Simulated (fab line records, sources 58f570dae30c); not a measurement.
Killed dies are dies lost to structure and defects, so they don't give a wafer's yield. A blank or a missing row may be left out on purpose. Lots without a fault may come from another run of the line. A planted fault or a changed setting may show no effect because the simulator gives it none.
Problem report in the 8D (eight disciplines) form, filled by code | flow berkeley_cmos170 | the parts of the form that need people (team, actions taken, sign-off) are left out

1. THE PROBLEM
cd_nm at UCB170_PLDD_CD_MEAS_06 reads a mean of 1177.0 nm on 6 wafers of 2 lots; wafers without a fault read 1199.9 nm with a standard deviation of 1.6. That is -14 standard deviations from the usual mean.
The step: target cd 1200 nm.
First seen on wafer L703.2, day 8 19:34, on cd_sem-01. The record holds 42 wafers of 14 lots with a number at this step. Rule for "out", or "out of limits": more than 4 standard deviations from the usual mean. The other wafers with a number count as sound.

2. WHAT IT IS AND WHAT IT IS NOT
question                    | is                     | is not
which readings at this step | cd_nm                  | -
which lots                  | L701, L703             | L695, L696, L697, L708, L709, L710, L711, L713, L715, L716, L717, L718
which wafers of those lots  | all that have a number | -
read on which gauges        | cd_sem-01, cd_sem-02   | -
when                        | from day 8 19:34       | up to then (9 sound wafers); but 27 sound wafers of L708, L709, L710, L711, L713, L715, L716, L717, L718 came after

3. SUSPECTS, AND WHAT RULES EACH OUT
Counting: a tool at a process step up to the reading stays a suspect if it ran every lot that is out and no sound lot after the first of them.
- the gauge at UCB170_PLDD_CD_MEAS_06: ruled out. The wafers that are out were read on 2 gauges (cd_sem-01, cd_sem-02).
- litho_track-04 at UCB170_PLDD_PEB_04: ruled out as a lasting fault. Sound lots L718 ran on it after its first lot that is out, L703 (day 8 19:18).
Left after counting: nothing in the record.

4. THE CAUSE (what the simulator had put in)
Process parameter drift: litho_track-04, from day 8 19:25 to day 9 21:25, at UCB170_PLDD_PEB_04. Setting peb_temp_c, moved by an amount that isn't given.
Counting ruled it out, wrongly: the rule takes a fault to strike every lot that its tool runs from its start on, and this one did not.

5. THE CHAIN OF EFFECTS, in route order
Each row: a reading whose mean over the struck wafers that have a number lies more than 3 standard deviations from the usual. Only readings for which the record gives a usual standard deviation are gone through. hours: the time from each lot's start at the first step in this table that gives one to its start at this step, as a median over the lots. sigmas: the change in usual standard deviations.
hours | step                   | reading              | usual     | on struck wafers | change | sigmas
0     | UCB170_PLDD_PEB_04     | heater_power_total_W | 56.80 W   | 55.00            | -1.80  | -37
0     | UCB170_PLDD_PEB_04     | plate_temp_C         | 129.98 C  | 126.94           | -3.04  | -25
0     | UCB170_PLDD_CD_MEAS_06 | cd_nm                | 1199.9 nm | 1177.0           | -23.0  | -14
The process steps in it:
- UCB170_PLDD_PEB_04

6. WHAT WOULD HAVE CAUGHT IT SOONER
In this record the first reading out of limits at a measuring or inspecting step was taken at day 8 19:34, 0 hours after the fault began at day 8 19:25.
The tool's own readings at UCB170_PLDD_PEB_04 were out on every struck wafer that the step has a row for (heater_power_total_W, plate_temp_C): an alarm limit on them would have fired on the first of those.
